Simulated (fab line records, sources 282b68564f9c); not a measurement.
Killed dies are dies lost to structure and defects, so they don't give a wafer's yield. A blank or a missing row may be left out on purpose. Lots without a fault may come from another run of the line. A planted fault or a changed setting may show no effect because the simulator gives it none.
A struck lot beside a sound one | flow rit_cmos | 17 steps out of a route of 202
Sound: wafers L143.1, L143.4, L143.6. Struck: wafers L152.1, L152.3, L152.6. The cause comes at the end.
At each step with rows: each side's tool, then ch and its chambers, then its first start. Under that, the readings that differ: sound wafers | struck wafers | difference of the means | sigmas: that difference in standard deviations of wafers without a fault.
alike: readings whose means differ by less than 2 such deviations, and words and numbers that are the same on both sides. not compared: withheld readings, readings that some wafer has no value for, bounds like >300 that may hide the same value, and numbers for which the record gives no deviation and whose values overlap.
The two part at a step that has a row with sigmas, a row that says differs or no value, or rows on one side only. Numbers that don't overlap but have no deviation are shown without sigmas and don't part them. A reading that every wafer of one side lacks parts them only if that side has two wafers or more.

first, 2 steps without rows for these wafers: RIT_NRETRO_HARDBAKE_07 (time 120 s); RIT_NRETRO_IMPLANT_08.
RIT_NRETRO_STRIP_09: strips in O2, time 180 s.
  sound on plasma_asher-03 ch 0,1, day 2 18:44; struck on plasma_asher-04 ch 0, day 4 15:29
  reading                     | sound       | struck      | difference | sigmas
  drypump_motor_current_A (A) | 5.2 5.2 5.3 | 5.9 5.9 5.9 | +0.7       | +2
  not compared: rf_hours_counter_h
RIT_NRETRO_TW_MEAS_10:
  sound on film_metro-02, day 2 18:55; struck on film_metro-04, day 4 15:40
  reading   | sound          | struck         | difference | sigmas
  NRETRO_TW | 1037 1033 1033 | 1046 1045 1043 | +10        | +2
then, 6 steps without rows for these wafers: RIT_PRETRO_HMDS_00 (prime time 60 s); RIT_PRETRO_COAT_01 (resist thk 1300 nm); RIT_PRETRO_SOFTBAKE_02 (time 60 s); RIT_PRETRO_EXPOSE_03 (exposes mask M5, target cd 43700 nm); RIT_PRETRO_PEB_04; RIT_PRETRO_DEVELOP_05 (develop time 68 s).
RIT_PRETRO_OVL_MEAS_06:
  sound on overlay-01, day 2 19:59; struck on overlay-01, day 4 16:44
  alike: PRETRO_OVL
then, 1 step without rows for these wafers: RIT_PRETRO_HARDBAKE_07 (time 120 s).
RIT_PRETRO_IMPLANT_08:
  sound on implanter-04 ch 0, day 2 20:16; struck on implanter-01 ch 0, day 4 17:01
  reading                   | sound                | struck               | difference | sigmas
  beam_energy_keV           | 45.004 44.987 45.001 | 34.870 34.866 34.866 | -10.130    | -99 or more
  model.implant.rp_nm (nm)  | 146.9 146.9 146.9    | 114.6 114.6 114.6    | -32.3      |
  model.implant.drp_nm (nm) | 55.07 55.07 55.07    | 47.4 47.4 47.4       | -7.7       |
  alike: end_station_pressure_torr
RIT_PRETRO_STRIP_09: strips in O2, time 180 s.
  sound on plasma_asher-03 ch 0,1, day 2 20:25; struck on plasma_asher-01 ch 0, day 4 17:10
  alike: drypump_motor_current_A
  not compared: rf_hours_counter_h
RIT_PRETRO_TW_MEAS_10:
  sound on film_metro-03, day 2 20:35; struck on film_metro-03, day 4 17:20
  reading   | sound       | struck      | difference | sigmas
  PRETRO_TW | 474 474 475 | 453 455 454 | -20        | -5
then, 1 step without rows for these wafers: RIT_GATE_WET_ETCH_00 (etches SiO2 in BOE, target depth 56 nm, time 62.62 s).
RIT_M1_PROBE_99:
  sound on prober-01, day 4 01:19; struck on prober-01, day 5 23:19
  reading                                    | sound                | struck               | difference | sigmas
  model.etest.nmos_0p3.r_on_ohm_um           | 2115 2120 2117       | 2337 2372 2354       | +237       |
  model.etest.nmos_turned.drive_ua_um        | 335.7 340.9 334.6    | 282.2 282.8 273.5    | -57.6      |
  model.etest.nmos_0p15.drive_ua_um          | 481.1 478.7 481.1    | 433.7 431 420.7      | -51.8      |
  model.etest.nmos_narrow.drive_ua_um        | 231.5 235.7 234.4    | 196.6 201.5 193.7    | -36.6      |
  model.etest.nmos_0p3.drive_ua_um           | 227.6 232.2 232.9    | 193.2 197.5 192.5    | -36.5      |
  model.etest.nmos_0p15.swing_mv_dec         | 86.06 85.72 85.65    | 87.74 87.26 87.1     | +1.56      |
  model.etest.retro_edge_nmos.off_log10_a_um | -9.702 -9.966 -9.726 | -10.6 -10.39 -10.85  | -0.8       |
  model.etest.nmos_0p15.off_log10_a_um       | -9.903 -10.07 -9.916 | -10.84 -10.65 -11.09 | -0.90      |
  alike: killed_at_contacts, killed_at_front_end, killed_dies, killed_open, killed_short

WHERE THEY PART
First at RIT_NRETRO_STRIP_09; last, within this record, at RIT_PRETRO_TW_MEAS_10. Later steps at which nothing parts them and some readings are alike: RIT_M1_PROBE_99.

WHY: what the simulator had put in
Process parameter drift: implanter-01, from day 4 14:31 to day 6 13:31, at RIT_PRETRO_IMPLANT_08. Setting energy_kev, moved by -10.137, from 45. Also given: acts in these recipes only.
